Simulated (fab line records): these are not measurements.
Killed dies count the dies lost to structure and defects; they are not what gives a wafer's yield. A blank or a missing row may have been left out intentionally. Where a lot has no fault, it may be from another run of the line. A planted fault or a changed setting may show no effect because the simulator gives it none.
Which tool did it? / flow berkeley-cmos170 / 7 lots with 21 wafers sampled at 4 steps, on a route of 331 steps

== WHAT EACH GAUGE READ, for each wafer ==
UCB170_M3_CD_MEAS_90 targets a cd of 700 nm.
lot=L505; measured=day 7 18:38; on=cd-sem-02; cd-nm (nm)=697.2 701.6 700.2
lot=L508; measured=day 8 09:16; on=cd-sem-01; cd-nm (nm)=699.9 703.3 704.1
lot=L512; measured=day 9 06:53; on=cd-sem-01; cd-nm (nm)=701.5 702.1 697.3
lot=L513; measured=day 9 19:04; on=cd-sem-02; cd-nm (nm)=697.8 701.2 698.6
lot=L515; measured=day 10 16:58; on=cd-sem-02; cd-nm (nm)=700.1 700.5 699.9
lot=L518; measured=day 11 13:20; on=cd-sem-01; cd-nm (nm)=702.1 700.1 700.1
lot=L527; measured=day 13 12:26; on=cd-sem-02; cd-nm (nm)=721.4 720.3 716.7

== WHAT TOOL EACH LOT RAN ON (gives the tool, then ch and the chambers of the sampled wafers, and finally the start) ==
lot=L505; UCB170_M2_METAL_ETCH_18=rie-metal-04 ch 1, day 7 11:55; UCB170_M3_METAL_ETCH_18=rie-metal-02 ch 0,1, day 7 18:22; UCB170_M3_STRIP_19=plasma-asher-04 ch 0,1, day 7 18:31
lot=L508; UCB170_M2_METAL_ETCH_18=rie-metal-04 ch 1, day 8 02:15; UCB170_M3_METAL_ETCH_18=rie-metal-02 ch 0,1, day 8 08:59; UCB170_M3_STRIP_19=plasma-asher-02 ch 1, day 8 09:10
lot=L512; UCB170_M2_METAL_ETCH_18=rie-metal-04 ch 1, day 9 01:37; UCB170_M3_METAL_ETCH_18=rie-metal-02 ch 0,1, day 9 06:37; UCB170_M3_STRIP_19=plasma-asher-03 ch 0,1, day 9 06:47
lot=L513; UCB170_M2_METAL_ETCH_18=rie-metal-02 ch 0,1, day 9 11:08; UCB170_M3_METAL_ETCH_18=rie-metal-03 ch 0,1, day 9 18:49; UCB170_M3_STRIP_19=plasma-asher-03 ch 0,1, day 9 18:58
lot=L515; UCB170_M2_METAL_ETCH_18=rie-metal-03 ch 0,1, day 10 10:49; UCB170_M3_METAL_ETCH_18=rie-metal-02 ch 0, day 10 16:17; UCB170_M3_STRIP_19=plasma-asher-04 ch 0,1, day 10 16:34
lot=L518; UCB170_M2_METAL_ETCH_18=rie-metal-04 ch 0,1, day 11 05:49; UCB170_M3_METAL_ETCH_18=rie-metal-01 ch 0, day 11 12:52; UCB170_M3_STRIP_19=plasma-asher-02 ch 0,1, day 11 13:14
lot=L527; UCB170_M2_METAL_ETCH_18=rie-metal-02 ch 1, day 13 05:56; UCB170_M3_METAL_ETCH_18=rie-metal-01 ch 0, day 13 12:08; UCB170_M3_STRIP_19=plasma-asher-03 ch 0,1, day 13 12:20
- UCB170_M2_METAL_ETCH_18: etches Al in Cl2/BCl3, stops on SiO2, target depth 1170 nm, time 188.5 s.
- UCB170_M3_METAL_ETCH_18: etches Al in Cl2/BCl3, stops on SiO2, target depth 1170 nm, time 195 s.
- UCB170_M3_STRIP_19: strips in O2.

== THE ANSWER, worked out from the rows above alone ==
Rule: what is usual is taken from the lots themselves. The widest of any qualifying gaps counts: lots, ordered by their means at a reading, are off when they make up no more than a third of the lots, leave a main group of 4 or more, and stand apart from it by 3 or more times the standard deviation of that group's means. A main group is skipped when, at the precision printed for the reading in the tables above, its means are all equal. A lot without any number at a reading at which 4 lots or more have one is off too. Any other lot the step has rows for is counted as sound.
Off: L527, at UCB170_M3_CD_MEAS_90 (cd-nm). Mean 700.4 nm and standard deviation 1 in the main group.
A tool fits if, at a process step before that reading, it ran every lot that is off, and no sound lot after the first of them. Gauges at UCB170_M3_CD_MEAS_90: tried the same way as those tools. Can't be told from this: 4 tools fit, rie-metal-02 at UCB170_M2_METAL_ETCH_18, rie-metal-01 at UCB170_M3_METAL_ETCH_18, plasma-asher-03 at UCB170_M3_STRIP_19, cd-sem-02 at UCB170_M3_CD_MEAS_90.

== WHAT THE SIMULATOR PUT IN ==
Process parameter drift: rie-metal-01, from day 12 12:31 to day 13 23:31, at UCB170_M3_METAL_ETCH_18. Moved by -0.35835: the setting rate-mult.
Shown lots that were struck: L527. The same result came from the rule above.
